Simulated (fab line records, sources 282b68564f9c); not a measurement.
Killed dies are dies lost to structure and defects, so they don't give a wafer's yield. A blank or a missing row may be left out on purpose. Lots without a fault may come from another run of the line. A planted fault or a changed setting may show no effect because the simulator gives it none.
Which tool did it? | flow rit_cmos | 13 lots, 39 wafers sampled, at 2 steps of a route of 202

WHAT THE GAUGES READ, wafer by wafer
The record holds no reading of a measuring or inspecting step that can be judged against a usual standard deviation.

WHICH TOOL RAN EACH LOT (tool, then ch and the chambers of the sampled wafers, then the start)
lot  | RIT_FOX2_WET_ETCH_03           | RIT_M1_PROBE_99
L245 | wet_bench-03 ch 1, day 2 05:03 | -
L246 | wet_bench-04 ch 3, day 2 09:29 | -
L247 | wet_bench-04 ch 3, day 2 17:26 | -
L249 | wet_bench-04 ch 2, day 3 08:31 | -
L250 | wet_bench-04 ch 3, day 3 14:53 | -
L251 | wet_bench-03 ch 1, day 3 16:42 | -
L252 | wet_bench-03 ch 2, day 3 18:23 | -
L253 | wet_bench-04 ch 0, day 3 21:59 | -
L254 | wet_bench-04 ch 1, day 4 07:17 | prober-01, day 5 23:56
L257 | wet_bench-02 ch 3, day 4 18:03 | -
L262 | wet_bench-02 ch 2, day 5 21:13 | -
L263 | wet_bench-02 ch 1, day 6 01:04 | -
L264 | wet_bench-03 ch 1, day 6 05:25 | -
- RIT_FOX2_WET_ETCH_03: etches Si3N4 in H3PO4, target depth 195 nm, time 2700 s.
- RIT_M1_PROBE_99

WHAT THE TOOLS THEMSELVES READ (means of the sampled wafers that have a number; where no wafer has one, the mark that the record gives instead)
RIT_FOX2_WET_ETCH_03.
lot  | tool         | run_length_s (s) | temp_c (C)
L245 | wet_bench-03 | 2732             | 164.90
L246 | wet_bench-04 | 2724             | 164.90
L247 | wet_bench-04 | 2731             | 165.22
L249 | wet_bench-04 | 2725             | 164.92
L250 | wet_bench-04 | 2733             | 164.91
L251 | wet_bench-03 | 2725             | 165.11
L252 | wet_bench-03 | 2733             | 164.84
L253 | wet_bench-04 | 2727             | 165.06
L254 | wet_bench-04 | 5424             | 165.01
L257 | wet_bench-02 | 2726             | 165.02
L262 | wet_bench-02 | 2731             | 164.96
L263 | wet_bench-02 | 2736             | 165.05
L264 | wet_bench-03 | 2725             | 165.28

RIT_M1_PROBE_99.
lot  | tool      | killed_at_front_end | killed_dies | killed_open | killed_short
L254 | prober-01 | 8.3                 | 8.3         | 3.7         | 4.7

THE ANSWER, worked out from the rows above alone
Rule: what is usual is taken from the lots themselves. Put in order of their means at a reading, lots are off if they are a third of the lots or fewer, leave a main group of 4 or more, and stand apart from it by a gap of 3 or more times the standard deviation of the main group's means; of several such gaps the widest counts. A main group whose means are all the same, to the digits that the tables above print for the reading, isn't used. A lot without any number at a reading at which 4 lots or more have one is off too. The other lots that the step has rows for count as sound. The gauges are gone through in route order, then the tools' own readings, and for those a lot's mean is taken as printed above. The first step at which some lot is off is used, and at that step the reading that is off furthest; a lot without a number counts as furthest.
Off: L254, at RIT_FOX2_WET_ETCH_03 (run_length_s). The main group: mean 2729 s, standard deviation 3.9.
A tool fits if, at that step or a process step before it, it ran every lot that is off, and no sound lot after the first of them. One fits: wet_bench-04 at RIT_FOX2_WET_ETCH_03. Its last sound lot is L253 (day 3 21:59), its first lot that is off L254 (day 4 07:17): a fault that began between those two fits.
The tool's own readings at RIT_FOX2_WET_ETCH_03 bear it out: on the lots that are off they differ by more than 5 times the standard deviation of the sound lots' means. run_length_s reads 5424 s there against 2729 s on the sound lots.

WHAT THE SIMULATOR HAD PUT IN
Process parameter drift: wet_bench-04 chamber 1, from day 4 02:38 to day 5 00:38, at RIT_FOX2_WET_ETCH_03. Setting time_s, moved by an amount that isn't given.
Lots struck among those shown: L254. The rule above found the same.
